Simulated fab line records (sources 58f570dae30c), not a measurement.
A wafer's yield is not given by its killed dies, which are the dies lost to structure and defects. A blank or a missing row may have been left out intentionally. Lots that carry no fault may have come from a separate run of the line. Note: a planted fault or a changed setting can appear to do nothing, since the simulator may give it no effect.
Split-lot trial -- flow berkeley-cmos170 -- 23 wafers read across 5 lots, on a route 331 steps long

== THE SPLIT ITSELF ==
At UCB170_NVT_IMPLANT_07, the setting energy-kev was moved away from the recipe's 50 on 7 of the 23 wafers read, by -4.7% to +1.9%. All remaining wafers had this setting at the recipe value.

The split's own step is where the reading is taken.

== THE READING ==
In nm, at UCB170_NVT_IMPLANT_07: implant.drp-nm, which is the simulator's own figure and was read by no gauge. The file gives no usual value for it.

wafer,"tool, chamber at the split",energy-kev as run,against the recipe,"implant.drp-nm, nm",against lot-mates on the recipe
L077.1,"implanter-04, 0",50,recipe,18.57,-
L077.2,"implanter-04, 0",50,recipe,18.57,-
L077.3,"implanter-04, 0",50,recipe,18.57,-
L077.5,"implanter-04, 0",50,recipe,18.57,-
L077.6,"implanter-04, 0",50,recipe,18.57,-
L079.1,"implanter-03, 0",47.67,-4.7%,17.95,-0.62
L079.6,"implanter-03, 0",47.67,-4.7%,17.95,-0.62
L079.2,"implanter-03, 0",50,recipe,18.57,-
L079.3,"implanter-03, 0",50,recipe,18.57,-
L079.5,"implanter-03, 0",50,recipe,18.57,-
L080.1,"implanter-01, 0",50,recipe,18.57,-
L080.3,"implanter-01, 0",50,recipe,18.57,-
L080.2,"implanter-01, 0",48.21,-3.6%,18.09,-0.48
L080.5,"implanter-01, 0",48.21,-3.6%,18.09,-0.48
L080.6,"implanter-01, 0",48.21,-3.6%,18.09,-0.48
L084.1,"implanter-04, 0",50,recipe,18.57,-
L084.3,"implanter-04, 0",50,recipe,18.57,-
L084.6,"implanter-04, 0",50,recipe,18.57,-
L084.4,"implanter-04, 0",50.97,+1.9%,18.83,+0.26
L084.5,"implanter-04, 0",50.97,+1.9%,18.83,+0.26
L085.2,"implanter-03, 0",50,recipe,18.57,-
L085.5,"implanter-03, 0",50,recipe,18.57,-
L085.6,"implanter-03, 0",50,recipe,18.57,-

THE FIT
A straight line over all 23 wafers: implant.drp-nm changes by +0.134 nm for each +1% of energy-kev; r = +1.00; the points scatter about the line by 0.0011 nm.
The same after taking each lot's own level away (the mean of its wafers on the recipe; 23 wafers): +0.134 nm for each +1%; r = +1.00; scatter 0.0011 nm.
The reading moves by 0.62 nm for the largest change in energy-kev, on that fit.
The lots' own levels span 18.570 to 18.570 nm.
So the lot-to-lot level changes the slope little: the two slopes agree.
Check: with one of the wafers moved furthest among these (-4.7%) left out of the fit, the line predicts -0.623 nm for it against its lot-mates. It came out at -0.62 nm against them.

== FURTHER SPLITS ON THESE WAFERS ==
Other splits were also applied to these wafers ahead of the reading. Each is held against what the fit with the lots' levels taken away leaves over:
other split on the same wafers,wafers away from the commonest value,r with implant.drp-nm (lot level and that fit taken away)
UCB170_START_OXIDATION_02 ox-time-s,15,+0.14
UCB170_NWELL_COAT_07 spin-rpm,10,-0.13
UCB170_NWELL_IMPLANT_14 energy-kev,9,+0.09
UCB170_PWELL_CVD_05 temp-c,18,+0.10
UCB170_PWELL_ETCH_14 rf-w,6,+0.09
UCB170_PFIELD_IMPLANT_07 dose-cm2,9,+0.37

== THE WHOLE CHAIN: every reading that the file lists as answering this split, in the file's order ==
step,what it does,reading,change (the file's fit),r (the file's)
UCB170_NVT_IMPLANT_07,,"implant.rp-nm (the simulator's own value, which no gauge read)",+0.362 nm for each +1% of the setting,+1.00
UCB170_NVT_IMPLANT_07,,"implant.drp-nm (the simulator's own value, which no gauge read)",+0.134 nm for each +1% of the setting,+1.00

== FILE'S OWN FIT ==
implant.drp-nm changes by +0.134 nm for each +1% of energy-kev, r = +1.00.
